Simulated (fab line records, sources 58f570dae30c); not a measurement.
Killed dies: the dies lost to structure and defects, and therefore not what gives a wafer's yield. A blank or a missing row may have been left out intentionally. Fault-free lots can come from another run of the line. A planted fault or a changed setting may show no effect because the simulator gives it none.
fab line records | flow berkeleyCmos170 | part 1 of 2: steps 1 to 36 of 44
record: lots: 7 wafers: 21 lastDay: 11
route steps=331 shown NLDD@161 SPACER@171 PSD@175 NSD@187 BACKSIDE@199 PLDD@208 M3@331
lots with no fault: from the same line, run without faults
startH: the number of hours between the record's first day and the start of the first shown wafer of the lot | waitH: hours elapsed since this lot's preceding step | " identical to the entry in the row above | L1.1+2: a row that stands for several wafers | - no value, or no start given | * or withheld: withheld | < > ~ a bound
route shown NAME@n: a module of which the file shows steps, and the number in the route of the first | usual: mean/standard deviation of fault-free wafers | same: alike in all rows | chamber/n: place in a boat | sites: the reading at each site | _std_site: the values' standard deviation | _edge_site: mean of outer sites minus mean of inner sites | radiusMm: how far each site lies from the wafer's centre | mask NAME#n: copy n | behind: the last tool/chamber to shape the wafer | hold: why the lot was held/for how many hours/how that ended | device: transistor that didn't switch, given as n, p or np | end of line: the tests these same wafers got at the end of their route | a step with no rows: only its recipe | killed: at the first sort, the dies lost to defects and structure; wafer yield is something else | map: the dies of a wafer, with x for killed, . for not killed, _ for no die there
set.NAME: setting as actually run; set.NAME@STEP: the setting as run at that earlier step | model.NAME: the simulator's own value behind a step, which no gauge read
lots at some steps of the route; a table a step, a row a wafer
services: a tool's chamber out of use, with start hour (startH, from the record's first day; less than 0 if before it), hours out, and reason
== steps ==
step: UCB170_NLDD_EXPOSE_03
recipe: maskId: NSELECT na: 0.5 sigmaOuter: 0.6 sourceShape: conventional targetCdNm: 1200 doseMj: 30
step: UCB170_NLDD_PEB_04
recipe: pebTempC: 130 pebTimeS: withheld resist: KrF
step: UCB170_NLDD_DEVELOP_05
recipe: developer: TMAH developTimeS: 45 resist: KrF devTempC: 21
step: UCB170_NLDD_CD_MEAS_06
recipe: targetCdNm: 1200
usual: cdNm: 1199.7/1.3
columns lot.wafer tool chamber startH waitH cdNm
L591.3 cdSem-02 - 139.70 - 1200.5
L591.5 " - " " 1199.8
L591.6 " - " " 1200.2
L592.1 cdSem-02 - 152.47 - 1200.0
L592.3 " - " " 1199.5
L592.5 " - " " 1199.7
L593.3 cdSem-02 - 160.23 - 1198.5
L593.4 " - " " 1199.8
L593.5 " - " " 1199.3
L596.2 cdSem-02 - 175.22 - 1200.2
L596.5 " - " " 1200.4
L596.6 " - " " 1200.4
L600.1 cdSem-01 - 189.04 - 1197.2
L600.2 " - " " 1197.9
L600.3 " - " " 1199.4
L602.1 cdSem-01 - 202.08 - 1199.6
L602.4 " - " " 1198.0
L602.5 " - " " 1197.3
L605.1 cdSem-02 - 219.75 - 1201.5
L605.4 " - " " 1201.8
L605.6 " - " " 1200.8
step: UCB170_NLDD_OVL_MEAS_07
usual: NLDD_OVL: 1/5
columns lot.wafer tool chamber startH waitH NLDD_OVL[nm]
L591.3 overlay-02 - 139.79 0.1 -3
L591.5 " - " " -1
L591.6 " - " " 0
L592.1 overlay-02 - 152.59 0.1 4
L592.3 " - " " 8
L592.5 " - " " 1
L593.3 overlay-02 - 160.33 0.1 4
L593.4 " - " " 1
L593.5 " - " " 5
L596.2 overlay-02 - 175.33 0.1 -1
L596.5 " - " " 4
L596.6 " - " " 1
L600.1 overlay-02 - 189.16 0.1 7
L600.2 " - " " 11
L600.3 " - " " 4
L602.1 overlay-02 - 202.20 0.1 5
L602.4 " - " " 5
L602.5 " - " " 8
L605.1 overlay-01 - 219.87 0.1 0
L605.4 " - " " -3
L605.6 " - " " -4
step: UCB170_NLDD_IMPLANT_08
recipe: species: As doseCm2: 5e+13 energyKev: 30 tiltDeg: 7 rotationDeg: 0
step: UCB170_NLDD_IMPLANT_09
recipe: species: As doseCm2: 5e+13 energyKev: 30 tiltDeg: 7 rotationDeg: 180
step: UCB170_NLDD_STRIP_10
recipe: chemistry: O2 powerW: 400 pressureMtorr: 3500 platenTempC: withheld o2FlowSccm: 400 overashFraction: 0.5
usual: chamberPressureMTorr: 3500/3.2 drypumpMotorCurrentA: 6.0/0.32 oesProductAu: 0.735/0.0044 stripTimeToEndpointS: 21.63/0.065
columns lot.wafer tool chamber startH waitH chamberPressureMTorr drypumpMotorCurrentA oesProductAu rfHoursCounterH stripTimeToEndpointS
L591.3 plasmaAsher-03 0 140.15 0.1 3500 5.5 0.743 - 21.60
L591.5 " 1 " " 3507 5.5 0.731 - 21.55
L591.6 " 0 " " 3506 5.5 0.735 - 21.57
L592.1 plasmaAsher-01 0 152.92 0.1 3498 6.3 0.738 37 21.50
L592.3 " 1 " " 3500 5.9 0.734 - 21.59
L592.5 " 0 " " 3500 6.3 0.734 - 21.53
L593.3 plasmaAsher-04 1 160.68 0.1 3499 6.3 0.740 - 21.63
L593.4 " 0 " " 3495 6.0 0.741 - 21.64
L593.5 " 1 " " 3498 6.3 0.738 - 21.60
L596.2 plasmaAsher-01 1 175.66 0.1 3501 5.9 0.730 39 21.68
L596.5 " 0 " " 3500 6.3 0.735 - 21.64
L596.6 " 1 " " 3503 5.9 0.740 - 21.68
L600.1 plasmaAsher-03 0 189.49 0.1 3492 5.5 0.737 7 21.58
L600.2 " 1 " " 3501 5.5 0.736 7 21.57
L600.3 " 1 " " 3500 5.5 0.731 - 21.56
L602.1 plasmaAsher-03 0 202.53 0.1 3501 5.6 0.731 9 21.55
L602.4 " 1 " " 3505 5.5 0.733 - 21.53
L602.5 " 0 " " 3496 5.5 0.736 - 21.59
L605.1 plasmaAsher-04 0 220.21 0.1 3494 6.0 0.728 51 21.82
L605.4 " 0 " " 3503 6.0 0.741 - 21.68
L605.6 " 0 " " 3504 6.0 0.735 - 21.79
step: UCB170_NLDD_TW_MEAS_11
usual: NLDD_TW: 2211/18
columns lot.wafer tool chamber startH waitH NLDD_TW
L591.3 filmMetro-01 - 140.24 0.1 2232
L591.5 " - " " 2234
L591.6 " - " " 2232
L592.1 filmMetro-03 - 153.02 0.1 2190
L592.3 " - " " 2200
L592.5 " - " " 2210
L593.3 filmMetro-01 - 160.77 0.1 2226
L593.4 " - " " 2234
L593.5 " - " " 2237
L596.2 filmMetro-01 - 175.77 0.1 2220
L596.5 " - " " 2215
L596.6 " - " " 2225
L600.1 filmMetro-01 - 189.59 0.1 2224
L600.2 " - " " 2220
L600.3 " - " " 2214
L602.1 filmMetro-03 - 202.63 0.1 2194
L602.4 " - " " 2185
L602.5 " - " " 2188
L605.1 filmMetro-04 - 220.31 0.1 2222
L605.4 " - " " 2220
L605.6 " - " " 2225
step: UCB170_NLDD_CLEAN_12
recipe: chemistry: SPM tempC: 120 timeS: 600
step: UCB170_SPACER_CVD_00
recipe: material: SiO2 targetThkNm: 376 tempC: 390 precursor: TEOS/O2 timeS: 47 rfW: 550 pressureMtorr: 9000
usual: heaterPowerW: 290/44 pressureMtorr: 8997/15
columns lot.wafer tool chamber startH waitH heaterPowerW pressureMtorr
L591.3 pecvd-03 2 140.47 0.0 241 8989
L591.5 " 0 " " 289 8969
L591.6 " 2 " " 261 8980
L592.1 pecvd-01 0 153.26 0.0 360 8986
L592.3 " 1 " " 309 9003
L592.5 " 0 " " 385 9006
L593.3 pecvd-01 1 160.99 0.0 312 8989
L593.4 " 2 " " 313 8999
L593.5 " 0 " " 357 8991
L596.2 pecvd-01 0 176.17 0.0 296 9004
L596.5 " 0 " " 322 9021
L596.6 " 2 " " 249 9041
L600.1 pecvd-01 0 190.00 0.0 366 8987
L600.2 " 1 " " 235 9000
L600.3 " 2 " " 225 9010
L602.1 pecvd-01 0 202.87 0.0 309 8989
L602.4 " 0 " " 335 8995
L602.5 " 1 " " 276 9010
L605.1 pecvd-03 2 220.85 0.0 331 9000
L605.4 " 0 " " 250 9005
L605.6 " 1 " " 228 9001
step: UCB170_SPACER_THK_MEAS_01
recipe: reads: SiO2_of_SPACER_CVD_00
usual: SPACER_TEOS_THK: 376/4.4
columns lot.wafer tool chamber startH waitH SPACER_TEOS_THK[nm]
L591.3 filmMetro-04 - 140.53 0.0 373
L591.5 " - " " 376
L591.6 " - " " 381
L592.1 filmMetro-02 - 153.30 0.0 375
L592.3 " - " " 376
L592.5 " - " " 383
L593.3 filmMetro-03 - 161.12 0.1 377
L593.4 " - " " 379
L593.5 " - " " 380
L596.2 filmMetro-04 - 176.22 0.0 376
L596.5 " - " " 381
L596.6 " - " " 379
L600.1 filmMetro-04 - 190.04 0.0 375
L600.2 " - " " 375
L600.3 " - " " 370
L602.1 filmMetro-04 - 202.91 0.0 379
L602.4 " - " " 387
L602.5 " - " " 383
L605.1 filmMetro-02 - 220.89 0.0 370
L605.4 " - " " 376
L605.6 " - " " 373
step: UCB170_SPACER_ANNEAL_02
recipe: tempC: 900 timeS: 1800 ambient: N2
usual: spikeTcCentreC: 901.7/0.91 spikeTcLoadC: 922.7/2.1 spikeTcSourceC: 923.0/2.3 tubeCenterTempC: 900/0.079 tube_center_temp_C_max: 902.3/0.41
columns lot.wafer tool chamber startH waitH spikeTcCentreC spikeTcLoadC spikeTcSourceC tubeCenterTempC tube_center_temp_C_max
L591.3 furnace-02 0 141.59 1.1 901.9 918.4 920.9 899.91 901.9
L591.5 " 0 " " 902.5 920.4 921.1 900.15 903.1
L591.6 " 0 " " 903.0 920.1 921.3 899.98 902.4
L592.1 furnace-02 0 155.01 1.7 887.8 905.8 905.8 885.05 887.1
L592.3 " 0 " " 886.4 907.3 906.7 885.06 887.2
L592.5 " 0 " " 888.4 905.9 907.3 885.06 886.8
L593.3 furnace-02 0 162.11 1.0 887.3 904.6 905.1 885.02 887.7
L593.4 " 0 " " 889.6 905.7 907.3 884.89 887.4
L593.5 " 0 " " 886.6 905.4 905.7 885.09 887.4
L596.2 furnace-01 0 183.56 7.3 903.0 922.9 925.9 899.96 902.0
L596.5 " 0 " " 900.8 925.8 925.3 899.99 901.9
L596.6 " 0 " " 902.1 923.9 924.5 900.02 902.0
L600.1 furnace-02 0 192.05 2.0 888.0 905.9 906.1 884.97 887.5
L600.2 " 0 " " 888.0 905.5 906.7 884.84 887.4
L600.3 " 0 " " 888.0 906.3 906.6 885 887.9
L602.1 furnace-01 0 205.57 2.7 902.0 925.2 925.4 899.94 902.0
L602.4 " 0 " " 900.8 926.2 926.1 900.02 901.9
L602.5 " 0 " " 902.2 926.2 926.3 899.99 902.2
L605.1 furnace-03 0 223.30 2.4 901.8 923.2 922.7 899.97 901.8
L605.4 " 0 " " 901.7 924.4 922.1 900.08 903.0
L605.6 " 0 " " 900.7 921.8 924.1 899.96 902.7
step: UCB170_SPACER_ETCHBACK_03
recipe: stopOn: Si target: SiO2 chemistry: CHF3/CF4/Ar CHF3_flow_sccm: 50 cf4FlowSccm: 10 Ar_flow_sccm: 120 pressureMtorr: 200 rfW: 500 targetDepthA: 3760 timeS: 100
usual: chamberPressureMTorr: 200.01/0.18 drypumpMotorCurrentA: 5.5/0.44 oesProductAu: 0.896/0.015 throttleValvePct: 6.44/0.11
columns lot.wafer tool chamber startH waitH chamberPressureMTorr drypumpMotorCurrentA oesProductAu rfHoursCounterH throttleValvePct
L591.3 rieDiel-04 2 143.09 0.0 199.90 6.6 0.916 56 6.48
L591.5 " 0 " " 200.17 5.4 0.908 - 6.37
L591.6 " 3 " " 199.89 5.7 0.913 - 6.43
L592.1 rieDiel-03 3 156.51 0.0 200.04 5.3 0.907 0 6.48
L592.3 " 2 " " 200.19 5.8 0.898 35 6.47
L592.5 " 1 " " 199.61 5.9 0.880 - 6.40
L593.3 rieDiel-01 1 163.61 0.0 200.30 5.4 0.900 6 6.46
L593.4 " 2 " " 200.00 5.7 0.895 71 6.67
L593.5 " 3 " " 199.82 5.7 0.883 - 6.60
L596.2 rieDiel-01 2 185.06 0.0 200.29 5.7 0.898 72 6.67
L596.5 " 3 " " 200.21 5.7 0.900 - 6.59
L596.6 " 0 " " 200.11 4.8 0.908 - 6.29
L600.1 rieDiel-03 2 193.55 0.0 199.94 5.8 0.881 36 6.46
L600.2 " 1 " " 200.20 5.9 0.868 44 6.38
L600.3 " 0 " " 199.88 5.2 0.878 17 6.37
L602.1 rieDiel-01 3 207.07 0.0 199.92 5.7 0.889 74 6.61
L602.4 " 2 " " 199.99 5.7 0.922 - 6.65
L602.5 " 3 " " 200.15 5.8 0.898 - 6.60
L605.1 rieDiel-04 3 224.80 0.0 199.87 5.7 0.902 114 6.42
L605.4 " 2 " " 200.19 6.6 0.911 - 6.48
L605.6 " 3 " " 199.81 5.7 0.899 - 6.40
step: UCB170_PSD_HMDS_00
recipe: primeTimeS: 60 primeTempC: 100
step: UCB170_PSD_COAT_01
recipe: resist: KrF spinRpm: 1500 resistThkNm: 900
step: UCB170_PSD_SOFTBAKE_02
recipe: resist: KrF tempC: 130 timeS: 60
step: UCB170_PSD_EXPOSE_03
recipe: maskId: PSELECT_MOD na: 0.5 sigmaOuter: 0.6 sourceShape: conventional targetCdNm: 1200 doseMj: 30
step: UCB170_PSD_PEB_04
recipe: pebTempC: 130 pebTimeS: withheld resist: KrF
step: UCB170_PSD_DEVELOP_05
recipe: developer: TMAH developTimeS: 45 resist: KrF devTempC: 21
step: UCB170_PSD_CD_MEAS_06
recipe: targetCdNm: 1200
usual: cdNm: 1199.7/1.3
columns lot.wafer tool chamber startH waitH cdNm
L591.3 cdSem-02 - 145.07 - 1198.9
L591.5 " - " " 1198.5
L591.6 " - " " 1198.6
L592.1 cdSem-02 - 158.16 - 1197.2
L592.3 " - " " 1196.4
L592.5 " - " " 1198.7
L593.3 cdSem-02 - 165.35 - 1197.4
L593.4 " - " " 1197.7
L593.5 " - " " 1197.6
L596.2 cdSem-02 - 186.32 - 1200.7
L596.5 " - " " 1199.9
L596.6 " - " " 1200.3
L600.1 cdSem-01 - 194.59 - 1198.8
L600.2 " - " " 1198.1
L600.3 " - " " 1198.1
L602.1 cdSem-01 - 208.35 - 1199.7
L602.4 " - " " 1199.9
L602.5 " - " " 1200.4
L605.1 cdSem-02 - 226.05 - 1198.5
L605.4 " - " " 1198.8
L605.6 " - " " 1199.0
step: UCB170_PSD_OVL_MEAS_07
usual: PSD_OVL: 1/6.3
columns lot.wafer tool chamber startH waitH PSD_OVL[nm]
L591.3 overlay-02 - 145.16 0.1 -6
L591.5 " - " " 2
L591.6 " - " " -7
L592.1 overlay-01 - 158.28 0.1 -1
L592.3 " - " " 6
L592.5 " - " " 10
L593.3 overlay-01 - 165.44 0.1 3
L593.4 " - " " 1
L593.5 " - " " 4
L596.2 overlay-02 - 186.43 0.1 8
L596.5 " - " " -3
L596.6 " - " " 10
L600.1 overlay-02 - 194.71 0.1 -7
L600.2 " - " " -6
L600.3 " - " " -13
L602.1 overlay-01 - 208.47 0.1 1
L602.4 " - " " 10
L602.5 " - " " 2
L605.1 overlay-01 - 226.17 0.1 0
L605.4 " - " " -5
L605.6 " - " " -8
step: UCB170_PSD_IMPLANT_08
recipe: species: B doseCm2: 3e+15 energyKev: 20 tiltDeg: 7
step: UCB170_PSD_STRIP_09
recipe: chemistry: O2 powerW: 400 pressureMtorr: 3500 platenTempC: withheld o2FlowSccm: 400 overashFraction: 0.5
usual: chamberPressureMTorr: 3500/3.3 drypumpMotorCurrentA: 5.9/0.4 oesProductAu: 0.600/0.0049 stripTimeToEndpointS: 29.39/0.078
columns lot.wafer tool chamber startH waitH chamberPressureMTorr drypumpMotorCurrentA oesProductAu rfHoursCounterH stripTimeToEndpointS
L591.3 plasmaAsher-04 1 145.37 0.1 3499 6.3 0.595 - 29.35
L591.5 " 0 " " 3505 6.0 0.587 - 29.43
L591.6 " 1 " " 3499 6.3 0.605 - 29.43
L592.1 plasmaAsher-04 1 158.46 0.1 3503 6.3 0.599 47 29.47
L592.3 " 1 " " 3505 6.3 0.601 - 29.41
L592.5 " 1 " " 3500 6.3 0.602 - 29.44
L593.3 plasmaAsher-01 0 165.64 0.1 3497 6.3 0.606 - 29.41
L593.4 " 1 " " 3501 6.0 0.603 - 29.45
L593.5 " 0 " " 3500 6.3 0.598 - 29.45
L596.2 plasmaAsher-04 1 186.61 0.1 3500 6.3 0.603 50 29.30
L596.5 " 0 " " 3499 6.0 0.602 - 29.31
L596.6 " 1 " " 3502 6.3 0.599 - 29.32
L600.1 plasmaAsher-02 0 194.90 0.1 3498 5.1 0.599 49 29.39
L600.2 " 1 " " 3496 5.9 0.590 49 29.27
L600.3 " 0 " " 3508 5.1 0.597 - 29.31
L602.1 plasmaAsher-01 0 208.66 0.1 3499 6.3 0.591 44 29.26
L602.4 " 1 " " 3495 5.9 0.596 - 29.31
L602.5 " 0 " " 3498 6.3 0.607 - 29.23
L605.1 plasmaAsher-01 1 226.35 0.1 3498 5.9 0.601 47 29.51
L605.4 " 1 " " 3497 5.9 0.604 - 29.52
L605.6 " 1 " " 3496 5.9 0.599 - 29.44
step: UCB170_PSD_TW_MEAS_10
usual: PSD_TW: 2319/18
columns lot.wafer tool chamber startH waitH PSD_TW
L591.3 filmMetro-03 - 145.45 0.1 2306
L591.5 " - " " 2307
L591.6 " - " " 2306
L592.1 filmMetro-03 - 158.56 0.1 2319
L592.3 " - " " 2312
L592.5 " - " " 2306
L593.3 filmMetro-03 - 165.73 0.1 2307
L593.4 " - " " 2315
L593.5 " - " " 2314
L596.2 filmMetro-03 - 186.72 0.1 2288
L596.5 " - " " 2306
L596.6 " - " " 2313
L600.1 filmMetro-04 - 195.00 0.1 2335
L600.2 " - " " 2326
L600.3 " - " " 2324
L602.1 filmMetro-03 - 208.76 0.1 2303
L602.4 " - " " 2289
L602.5 " - " " 2286
L605.1 filmMetro-01 - 226.45 0.1 2346
L605.4 " - " " 2354
L605.6 " - " " 2352
step: UCB170_PSD_CLEAN_11
recipe: chemistry: SPM tempC: 120 timeS: 600
step: UCB170_NSD_HMDS_00
recipe: primeTimeS: 60 primeTempC: 100
step: UCB170_NSD_COAT_01
recipe: resist: KrF spinRpm: 1500 resistThkNm: 900
step: UCB170_NSD_SOFTBAKE_02
recipe: resist: KrF tempC: 130 timeS: 60
step: UCB170_NSD_EXPOSE_03
recipe: maskId: NSELECT_MOD na: 0.5 sigmaOuter: 0.6 sourceShape: conventional targetCdNm: 1200 doseMj: 30
step: UCB170_NSD_PEB_04
recipe: pebTempC: 130 pebTimeS: withheld resist: KrF
step: UCB170_NSD_DEVELOP_05
recipe: developer: TMAH developTimeS: 45 resist: KrF devTempC: 21
step: UCB170_NSD_CD_MEAS_06
recipe: targetCdNm: 1200
usual: cdNm: 1199.6/1.1
columns lot.wafer tool chamber startH waitH cdNm
L591.3 cdSem-02 - 147.03 - 1199.6
L591.5 " - " " 1199.8
L591.6 " - " " 1199.5
L592.1 cdSem-02 - 159.64 - 1198.6
L592.3 " - " " 1198.0
L592.5 " - " " 1196.7
L593.3 cdSem-02 - 166.93 - 1200.1
L593.4 " - " " 1199.2
L593.5 " - " " 1199.8
L596.2 cdSem-02 - 188.11 - 1199.8
L596.5 " - " " 1199.5
L596.6 " - " " 1199.0
L600.1 cdSem-01 - 197.42 - 1200.7
L600.2 " - " " 1200.8
L600.3 " - " " 1200.4
L602.1 cdSem-01 - 210.28 - 1200.5
L602.4 " - " " 1200.7
L602.5 " - " " 1202.6
L605.1 cdSem-01 - 228.01 - 1198.8
L605.4 " - " " 1196.8
L605.6 " - " " 1199.5
step: UCB170_NSD_OVL_MEAS_07
usual: NSD_OVL: -2/5.8
columns lot.wafer tool chamber startH waitH NSD_OVL[nm]
L591.3 overlay-01 - 147.13 0.1 1
L591.5 " - " " -6
L591.6 " - " " 2
L592.1 overlay-02 - 159.76 0.1 0
L592.3 " - " " -5
L592.5 " - " " -15
L593.3 overlay-01 - 167.02 0.1 0
L593.4 " - " " 9
L593.5 " - " " 1
L596.2 overlay-01 - 188.21 0.1 -9
L596.5 " - " " -10
L596.6 " - " " -7
L600.1 overlay-01 - 197.54 0.1 -2
L600.2 " - " " 0
L600.3 " - " " -1
L602.1 overlay-01 - 210.40 0.1 4
L602.4 " - " " 6
L602.5 " - " " 9
L605.1 overlay-02 - 228.13 0.1 -11
L605.4 " - " " -12
L605.6 " - " " -13
step: UCB170_NSD_IMPLANT_08
recipe: species: P doseCm2: 3e+15 energyKev: 40 tiltDeg: 7
step: UCB170_NSD_STRIP_09
recipe: chemistry: O2 powerW: 400 pressureMtorr: 3500 platenTempC: withheld o2FlowSccm: 400 overashFraction: 0.5
usual: chamberPressureMTorr: 3500/3.3 drypumpMotorCurrentA: 5.7/0.38 oesProductAu: 0.534/0.0045 stripTimeToEndpointS: 35.82/0.06
columns lot.wafer tool chamber startH waitH chamberPressureMTorr drypumpMotorCurrentA oesProductAu rfHoursCounterH stripTimeToEndpointS
L591.3 plasmaAsher-03 1 147.33 0.1 3501 5.5 0.538 - 35.85
L591.5 " 1 " " 3495 5.5 0.533 - 35.84
L591.6 " 0 " " 3503 5.5 0.527 - 35.88
L592.1 plasmaAsher-02 1 159.95 0.1 3497 5.9 0.530 45 35.82
L592.3 " 0 " " 3497 5.1 0.531 - 35.86
L592.5 " 0 " " 3501 5.1 0.543 - 35.87
L593.3 plasmaAsher-01 0 167.23 0.1 3498 6.3 0.535 - 35.77
L593.4 " 1 " " 3500 5.9 0.533 - 35.78
L593.5 " 0 " " 3499 6.3 0.537 - 35.74
L596.2 plasmaAsher-03 0 188.39 0.1 3497 5.5 0.533 7 35.88
L596.5 " 0 " " 3506 5.5 0.534 - 35.84
L596.6 " 1 " " 3500 5.5 0.535 - 35.92
L600.1 plasmaAsher-02 0 197.73 0.1 3504 5.1 0.533 49 35.89
L600.2 " 1 " " 3500 5.9 0.537 49 35.73
L600.3 " 1 " " 3501 5.8 0.537 - 35.83
L602.1 plasmaAsher-03 1 210.59 0.1 3501 5.5 0.535 10 35.75
L602.4 " 0 " " 3502 5.5 0.534 - 35.77
L602.5 " 0 " " 3502 5.5 0.538 - 35.77
L605.1 plasmaAsher-03 1 228.31 0.1 3501 5.5 0.532 12 35.79
L605.4 " 1 " " 3496 5.5 0.527 - 35.85
L605.6 " 1 " " 3500 5.5 0.531 - 35.83
== key ==
firstSign: step: UCB170_SPACER_ANNEAL_02 reading: tubeCenterTempC direction: down sigmas: 99+ usual: * struck: *
effect: step: UCB170_SPACER_ANNEAL_02 reading: tube_center_temp_C_max direction: down sigmas: 36 usual: * struck: *
effect: step: UCB170_SDANNEAL_RS_MEAS_04 reading: PLDD_RS direction: up sigmas: 17 usual: 1032 struck: 1087
modelEffect: step: UCB170_M3_PROBE_99 value: etest.pmos_0p35.rOnOhmUm without: 4624 struck: 4778
metAt UCB170_SPACER_ANNEAL_02
struckWafers L592.1,L592.3,L592.5,L593.3,L593.4,L593.5,L600.1,L600.2,L600.3
testerLeftOut L592,L593,L600
onsetBetween 141.59 155.01
fault: kind: processParameterDrift tool: furnace-02 chamber: - onsetH: 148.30 steps: UCB170_SPACER_ANNEAL_02 channel: tempC offset: * shape: step endH: 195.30 actsIn: * stated: *
testerLeftOut: of these lots the tester's yield and bins aren't shown, on N5 and GAA mostly nor the transistor test; their killed dies are dies lost to structure and defects alone, not to doping, threshold or leakage, so they don't give the yield
